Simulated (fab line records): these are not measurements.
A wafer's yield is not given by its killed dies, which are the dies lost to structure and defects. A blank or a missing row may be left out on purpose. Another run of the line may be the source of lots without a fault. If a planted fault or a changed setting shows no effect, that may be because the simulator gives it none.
Which of the tools did it? :: flow ritCmos :: 6 lots with 18 wafers sampled at 2 steps, on a route of 202 steps

== WHAT EACH GAUGE READ, for each wafer ==
RIT_WELLDRIVE_RS_MEAS_01: measurement is done with a four-point probe.
lot: L160
measured: day 2 14:38
on: filmMetro-01
NWELL_RS (ohm/sq): 274.3 274.7 274.0

lot: L164
measured: day 3 11:20
on: filmMetro-01
NWELL_RS (ohm/sq): 275.1 274.5 275.1

lot: L167
measured: day 4 00:52
on: filmMetro-01
NWELL_RS (ohm/sq): 275.9 275.6 276.7

lot: L170
measured: day 4 16:43
on: filmMetro-03
NWELL_RS (ohm/sq): 276.1 276.4 276.2

lot: L176
measured: day 5 22:47
on: filmMetro-01
NWELL_RS (ohm/sq): 275.0 275.2 276.1

lot: L179
measured: day 6 13:30
on: filmMetro-01
NWELL_RS (ohm/sq): 275.8 275.9 275.4

== WHAT TOOL EACH LOT RAN ON (gives the tool, then ch and the chambers of the sampled wafers, and finally the start) ==
lot: L160
RIT_ACTIVE_STRIP_14: plasmaAsher-03 ch 0,1, day 2 01:45

lot: L164
RIT_ACTIVE_STRIP_14: plasmaAsher-03 ch 0,1, day 2 21:17

lot: L167
RIT_ACTIVE_STRIP_14: plasmaAsher-02 ch 0,1, day 3 12:02

lot: L170
RIT_ACTIVE_STRIP_14: plasmaAsher-02 ch 0,1, day 4 02:54

lot: L176
RIT_ACTIVE_STRIP_14: plasmaAsher-02 ch 0,1, day 5 08:59

lot: L179
RIT_ACTIVE_STRIP_14: plasmaAsher-03 ch 0,1, day 6 00:41
- RIT_ACTIVE_STRIP_14: strips in O2, time 180 s.

== THE ANSWER, worked out from the rows above alone ==
Rule: usual is defined by the lots themselves. Put in order of their means at a reading, lots are off if they are a third of the lots or fewer, leave a main group of 4 or more, and stand apart from it by a gap of 3 or more times the standard deviation of the main group's means; of several such gaps the widest counts. The tables above print the reading to a certain number of digits; a main group whose means all agree to those digits is not used. Also off: a lot with no number at a reading for which 4 or more lots have one. Any other lot the step has rows for is counted as sound.
Across all readings shown, no lot is off: no conclusion can be drawn from this.

== WHAT THE SIMULATOR HAD PUT IN ==
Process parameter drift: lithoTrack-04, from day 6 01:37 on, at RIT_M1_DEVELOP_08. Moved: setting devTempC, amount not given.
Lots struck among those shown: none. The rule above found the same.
